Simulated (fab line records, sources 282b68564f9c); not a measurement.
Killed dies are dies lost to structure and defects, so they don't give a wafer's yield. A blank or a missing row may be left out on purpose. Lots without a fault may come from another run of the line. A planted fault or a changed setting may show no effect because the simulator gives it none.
A struck lot beside a sound one | flow rit_cmos | 44 steps out of a route of 202
Sound: wafers L200.1, L200.4, L200.5. Struck: wafers L196.2, L196.4, L196.6. The cause comes at the end.
At each step with rows: each side's tool, then ch and its chambers, then its first start. Under that, the readings that differ: sound wafers | struck wafers | difference of the means | sigmas: that difference in standard deviations of wafers without a fault.
alike: readings whose means differ by less than 2 such deviations, and words and numbers that are the same on both sides. not compared: withheld readings, readings that some wafer has no value for, bounds like >300 that may hide the same value, and numbers for which the record gives no deviation and whose values overlap.
The two part at a step that has a row with sigmas, a row that says differs or no value, or rows on one side only. Numbers that don't overlap but have no deviation are shown without sigmas and don't part them. A reading that every wafer of one side lacks parts them only if that side has two wafers or more.

first, 4 steps without rows for these wafers: RIT_PLDD_SOFTBAKE_02 (time 60 s); RIT_PLDD_EXPOSE_03 (exposes mask M8, target cd 40900 nm); RIT_PLDD_PEB_04; RIT_PLDD_DEVELOP_05 (develop time 50 s).
RIT_PLDD_OVL_MEAS_06:
  sound on overlay-01, day 4 08:29; struck on overlay-02, day 3 11:29
  alike: PLDD_OVL
then, 2 steps without rows for these wafers: RIT_PLDD_HARDBAKE_07 (time 60 s); RIT_PLDD_IMPLANT_08.
RIT_PLDD_STRIP_09: strips in O2, time 180 s.
  sound on plasma_asher-03 ch 0,1, day 4 08:52; struck on plasma_asher-03 ch 0,1, day 3 11:49
  alike: drypump_motor_current_A
  not compared: rf_hours_counter_h
RIT_PLDD_TW_MEAS_10:
  sound on film_metro-02, day 4 09:02; struck on film_metro-01, day 3 12:00
  reading | sound          | struck         | difference | sigmas
  PLDD_TW | 2376 2362 2373 | 2319 2321 2309 | -54        | -2
then, 3 steps without rows for these wafers: RIT_SPACER_CLEAN_00 (cleans in SC1, time 600 s); RIT_SPACER_CLEAN_01 (cleans in dHF, time 30 s); RIT_SPACER_CLEAN_02 (cleans in SC2, time 600 s).
RIT_SPACER_CVD_03: deposits Si3N4 from SiH2Cl2/NH3, target thk 250 nm, time 3300 s.
  sound on lpcvd-01 ch 1, day 4 09:30; struck on lpcvd-02 ch 1, day 3 12:26
  reading                                  | sound             | struck            | difference | sigmas
  pressure_mtorr (mTorr)                   | 300.9 300.3 301.0 | 360.5 360.2 360.9 | +59.8      | +99 or more
  zone_power_load_pct (%)                  | 23.4 23.6 23.4    | 19.7 19.8 20.0    | -3.6       | -3
  model.Si3N4_of_SPACER_CVD_03.thk_nm (nm) | 249.7 250.7 251.4 | 266.3 265.1 265.3 | +15.0      |
RIT_SPACER_THK_MEAS_04:
  sound on film_metro-04, day 4 11:26; struck on film_metro-01, day 3 14:22
  reading                 | sound             | struck            | difference | sigmas
  SPACER_NITRIDE_THK (nm) | 249.7 250.9 251.4 | 266.2 265.3 265.3 | +14.9      | +5
RIT_SPACER_ETCHBACK_05: etches Si3N4 in SF6/CHF3, stops on SiO2, target depth 250 nm, time 240 s.
  sound on rie_diel-03 ch 0,1,2, day 4 11:29; struck on rie_diel-03 ch 0,1,3, day 3 14:25
  reading                  | sound             | struck            | difference | sigmas
  oes_product_au (a.u.)    | 0.827 0.837 0.858 | 0.899 0.872 0.898 | +0.049     | +3
  model.etch.depth_nm (nm) | 249.7 250.7 251.4 | 266.3 265.1 265.3 | +15.0      |
  alike: drypump_motor_current_A, throttle_valve_pct
  not compared: rf_hours_counter_h
then, 6 steps without rows for these wafers: RIT_NSD_HMDS_00 (prime time 60 s); RIT_NSD_COAT_01 (resist thk 1000 nm); RIT_NSD_SOFTBAKE_02 (time 60 s); RIT_NSD_EXPOSE_03 (exposes mask M9, target cd 40700 nm); RIT_NSD_PEB_04; RIT_NSD_DEVELOP_05 (develop time 50 s).
RIT_NSD_OVL_MEAS_06:
  sound on overlay-01, day 4 12:45; struck on overlay-01, day 3 15:25
  alike: NSD_OVL
then, 2 steps without rows for these wafers: RIT_NSD_HARDBAKE_07 (time 60 s); RIT_NSD_IMPLANT_08.
RIT_NSD_STRIP_09: strips in O2, time 180 s.
  sound on plasma_asher-03 ch 0,1, day 4 13:05; struck on plasma_asher-04 ch 0,1, day 3 15:45
  alike: drypump_motor_current_A
  not compared: rf_hours_counter_h
RIT_NSD_TW_MEAS_10:
  sound on film_metro-02, day 4 13:16; struck on film_metro-03, day 3 15:56
  alike: NSD_TW
then, 6 steps without rows for these wafers: RIT_PSD_HMDS_00 (prime time 60 s); RIT_PSD_COAT_01 (resist thk 1000 nm); RIT_PSD_SOFTBAKE_02 (time 60 s); RIT_PSD_EXPOSE_03 (exposes mask M10, target cd 40900 nm); RIT_PSD_PEB_04; RIT_PSD_DEVELOP_05 (develop time 50 s).
RIT_PSD_OVL_MEAS_06:
  sound on overlay-01, day 4 14:17; struck on overlay-01, day 3 16:50
  alike: PSD_OVL
then, 2 steps without rows for these wafers: RIT_PSD_HARDBAKE_07 (time 60 s); RIT_PSD_IMPLANT_08.
RIT_PSD_STRIP_09: strips in O2, time 180 s.
  sound on plasma_asher-01 ch 0, day 4 14:38; struck on plasma_asher-02 ch 0,1, day 3 17:11
  alike: drypump_motor_current_A
  not compared: rf_hours_counter_h
RIT_PSD_TW_MEAS_10:
  sound on film_metro-03, day 4 14:49; struck on film_metro-01, day 3 17:22
  alike: PSD_TW
then, 3 steps without rows for these wafers: RIT_SDANNEAL_CLEAN_00 (cleans in SC1, time 600 s); RIT_SDANNEAL_CLEAN_01 (cleans in dHF, time 30 s); RIT_SDANNEAL_CLEAN_02 (cleans in SC2, time 600 s).
RIT_SDANNEAL_RTA_03: time 5 s.
  sound on rtp_anneal-01 ch 0, day 4 15:16; struck on rtp_anneal-01 ch 0, day 3 17:49
  alike: wafer_temp_C_max
RIT_SDANNEAL_RS_MEAS_04: measures by four-point-probe.
  sound on film_metro-01, day 4 15:19; struck on film_metro-01, day 3 17:53
  alike: PSD_RS
RIT_SILICIDE_WET_ETCH_00: etches SiO2 in BOE, target depth 14 nm, time 15 s.
  sound on wet_bench-04 ch 3, day 4 15:48; struck on wet_bench-02 ch 1, day 3 18:21
  reading                                  | sound             | struck          | difference | sigmas
  model.Si3N4_of_SPACER_CVD_03.thk_nm (nm) | 195.4 196.1 195.1 | 207.1 208 207.2 | +11.9      |
RIT_M1_PROBE_99:
  sound on prober-01, day 4 22:53; struck on prober-01, day 4 01:32
  reading                                | sound             | struck            | difference | sigmas
  model.etest.pplus_sal.width_nm (nm)    | 3427 3434 3450    | 3414 3402 3409    | -29        |
  model.etest.nplus_sal.width_nm (nm)    | 3445 3422 3450    | 3410 3373 3404    | -43        |
  model.etest.nwell_pinched.rs_ohm_sq    | 337.4 333.4 344.2 | 327.6 322.1 329.6 | -11.9      |
  model.etest.nmos_0p15.tox_inv_nm (nm)  | 4.45 4.483 4.44   | 4.59 4.652 4.623  | +0.16      |
  model.etest.diode_nplus_comb.cj_ff_um2 | 2.639 2.632 2.658 | 2.614 2.533 2.584 | -0.066     |
  alike: killed_at_M0_to_M3, killed_at_front_end, killed_dies, killed_on_rim, killed_open, killed_short
  not compared: model.etest.pwell_pinched.rs_ohm_sq, model.etest.diode_nplus_pwell.cj_ff_um2

WHERE THEY PART
First at RIT_PLDD_TW_MEAS_10; last, within this record, at RIT_SPACER_ETCHBACK_05. Later steps at which nothing parts them and some readings are alike: RIT_NSD_OVL_MEAS_06, RIT_NSD_STRIP_09, RIT_NSD_TW_MEAS_10, RIT_PSD_OVL_MEAS_06, RIT_PSD_STRIP_09, RIT_PSD_TW_MEAS_10, RIT_SDANNEAL_RTA_03, RIT_SDANNEAL_RS_MEAS_04, RIT_M1_PROBE_99.

WHY: what the simulator had put in
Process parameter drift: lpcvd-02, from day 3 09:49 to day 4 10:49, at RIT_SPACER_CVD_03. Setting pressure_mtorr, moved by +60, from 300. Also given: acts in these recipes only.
